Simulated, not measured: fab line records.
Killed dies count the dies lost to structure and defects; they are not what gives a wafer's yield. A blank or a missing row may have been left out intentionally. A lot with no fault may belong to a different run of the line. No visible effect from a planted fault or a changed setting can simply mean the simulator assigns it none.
What tool caused it? ; flow berkeleyCmos170 ; 14 lots, 42 wafers sampled, at 2 steps of a route of 331

## WHAT THE GAUGES SHOWED, per wafer
UCB170_START_THK_MEAS_03.
lot;measured;on;START_OXIDE_THK (nm)
L119;day 1 14:46;filmMetro-02;20.2 20.4 20.4
L123;day 2 12:10;filmMetro-02;20.1 19.8 20.1
L124;day 2 14:55;filmMetro-02;20.0 20.5 20.5
L125;day 2 21:41;filmMetro-03;19.6 19.5 20.0
L126;day 3 00:54;filmMetro-01;20.5 20.5 20.5
L128;day 3 12:02;filmMetro-03;20.1 20.2 19.8
L134;day 4 18:31;filmMetro-01;19.8 19.8 19.6
L135;day 4 23:07;filmMetro-02;19.8 19.6 19.7
L136;day 5 06:02;filmMetro-01;20.7 20.5 21.0
L138;day 5 14:08;filmMetro-02;20.7 20.2 20.4
L139;day 5 18:38;filmMetro-01;20.0 19.7 20.4
L140;day 5 22:40;filmMetro-03;19.8 19.7 19.8
L141;day 6 04:49;filmMetro-03;20.2 19.7 19.6
L142;day 6 12:00;filmMetro-02;20.1 19.9 20.1

UCB170_NVT_OVL_MEAS_06.
lot;measured;on;NVT_OVL (nm)
L119;day 6 07:07;overlay-01;-3 -6 3
L123;day 7 14:17;overlay-01;-2 -14 -6
L124;day 7 14:32;overlay-02;9 0 11
L125;day 7 14:46;overlay-01;3 -1 -2
L126;day 7 14:10;overlay-02;-1 -10 -8
L128;day 8 06:32;overlay-01;-3 -9 -6
L134;day 9 13:17;overlay-02;-6 -2 1
L135;day 9 13:35;overlay-02;3 -2 -3
L136;day 9 13:44;overlay-01;10 11 11
L138;day 10 09:24;overlay-01;-10 -9 -16
L139;day 10 09:01;overlay-02;7 2 13
L140;day 10 09:41;overlay-01;6 2 5
L141;day 11 04:17;overlay-02;7 2 3
L142;day 11 03:35;overlay-02;-1 2 -7

## WHICH TOOL RAN EACH LOT (tool, then ch and the chambers of the sampled wafers, then the start)
There is no process step in the record ahead of these readings.

## WHAT THE TOOLS THEMSELVES READ (means of the sampled wafers that have a number; where no wafer has one, the mark that the record gives instead)
The record holds no such reading with a usual standard deviation.

## THE ANSWER, worked out from the rows above alone
Rule: usual is defined by the lots themselves. The widest of any qualifying gaps counts: lots, ordered by their means at a reading, are off when they make up no more than a third of the lots, leave a main group of 4 or more, and stand apart from it by 3 or more times the standard deviation of that group's means. A main group whose means are all the same, to the digits that the tables above print for the reading, isn't used. Also off: a lot with no number at a reading for which 4 or more lots have one. Any other lot the step has rows for is counted as sound. Order of review: gauges by route order, followed by the tools' own readings, for which a lot's mean as printed above is used. The first step at which some lot is off is used, and at that step the reading that is off furthest; a lot without a number counts as furthest.
Nothing can be told from this: no lot is off at any reading shown.

## WHAT THE SIMULATOR HAD PUT IN
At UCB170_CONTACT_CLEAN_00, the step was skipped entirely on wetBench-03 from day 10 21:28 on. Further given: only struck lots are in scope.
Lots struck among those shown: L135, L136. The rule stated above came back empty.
